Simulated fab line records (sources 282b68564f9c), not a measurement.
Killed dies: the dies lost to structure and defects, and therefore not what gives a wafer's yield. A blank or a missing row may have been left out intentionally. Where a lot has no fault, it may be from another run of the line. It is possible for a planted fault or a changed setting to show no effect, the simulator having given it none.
Code-filled problem report in 8D (eight disciplines) form :: flow rit_cmos :: the parts of the form that need people (team, actions taken, sign-off) are left out

== 1. WHAT IS WRONG ==
Mean CONTACT_OVL at RIT_CONTACT_OVL_MEAS_09: 131.8 nm over 6 wafers in 2 lots; fault-free wafers: 0.4 nm, standard deviation 1.7. That puts it +77 standard deviations away from the usual mean.
Earliest sighting: wafer L775.1 on overlay-01 at day 5 20:27. Wafers with a number at this step in the record: 42, from 14 lots. By rule, "out" or "out of limits" means more than 4 standard deviations away from the usual mean. The rest of the wafers with a number are treated as sound.

== 2. WHAT THIS IS AND IS NOT ==
question: which readings at this step
is: CONTACT_OVL
is not: -

question: which lots
is: L775, L777
is not: L763, L764, L765, L766, L768, L771, L772, L773, L776, L778, L779, L782

question: which wafers of those lots
is: all that have a number
is not: -

question: read on which gauges
is: overlay-01
is not: overlay-02

question: when
is: from day 5 20:27
is not: up to then (24 sound wafers); but 12 sound wafers of L776, L778, L779, L782 came after

== 3. THE SUSPECTS, EACH WITH WHAT RULES IT OUT ==
Counting: a tool at a process step up to the reading stays a suspect if it ran every lot that is out and no sound lot after the first of them.
- the gauge at RIT_CONTACT_OVL_MEAS_09: kept. All the wafers that are out were read on overlay-01, and no step on other tools shows them out.
- iline_stepper-02 at RIT_CONTACT_EXPOSE_05 (exposes mask M11, target cd 1000 nm): kept. All lots that are out passed through it, beginning with L775 at day 5 19:49, and no sound lot followed; its final sound lot before that point was L772 at day 5 06:23.
Remaining after the count are iline_stepper-02 at RIT_CONTACT_EXPOSE_05 and overlay-01 at RIT_CONTACT_OVL_MEAS_09.

== 4. THE CAUSE (what the simulator had put in) ==
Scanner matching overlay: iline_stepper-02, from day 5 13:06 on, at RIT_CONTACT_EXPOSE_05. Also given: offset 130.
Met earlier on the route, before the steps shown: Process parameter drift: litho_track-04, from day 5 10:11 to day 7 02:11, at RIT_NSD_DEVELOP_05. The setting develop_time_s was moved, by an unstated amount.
Counting leaves 2 suspects; this tool is one of them.

== 5. SEQUENCE OF EFFECTS, ordered by route ==
Each row: a reading where the mean over the struck wafers with a number is more than 3 standard deviations away from the usual. Only readings whose record carries a usual standard deviation are examined. hours: median over the lots of the time between each lot's start at the first step of this table that gives one and its start at this step. sigmas: the change, counted in usual standard deviations.
hours: 0
step: RIT_CONTACT_OVL_MEAS_09
reading: CONTACT_OVL
usual: 0.4 nm
on struck wafers: 131.8
change: +131.4
sigmas: +77

== 6. HOW IT WOULD HAVE BEEN CAUGHT EARLIER ==
The first out-of-limits reading at a measuring or inspecting step in this record came at day 5 20:27, 7 hours after the fault's start at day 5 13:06.
Lots out: 2; of these, L777 started RIT_CONTACT_EXPOSE_05 on iline_stepper-02 after day 5 20:27. Holding the tool at that time would have saved it.
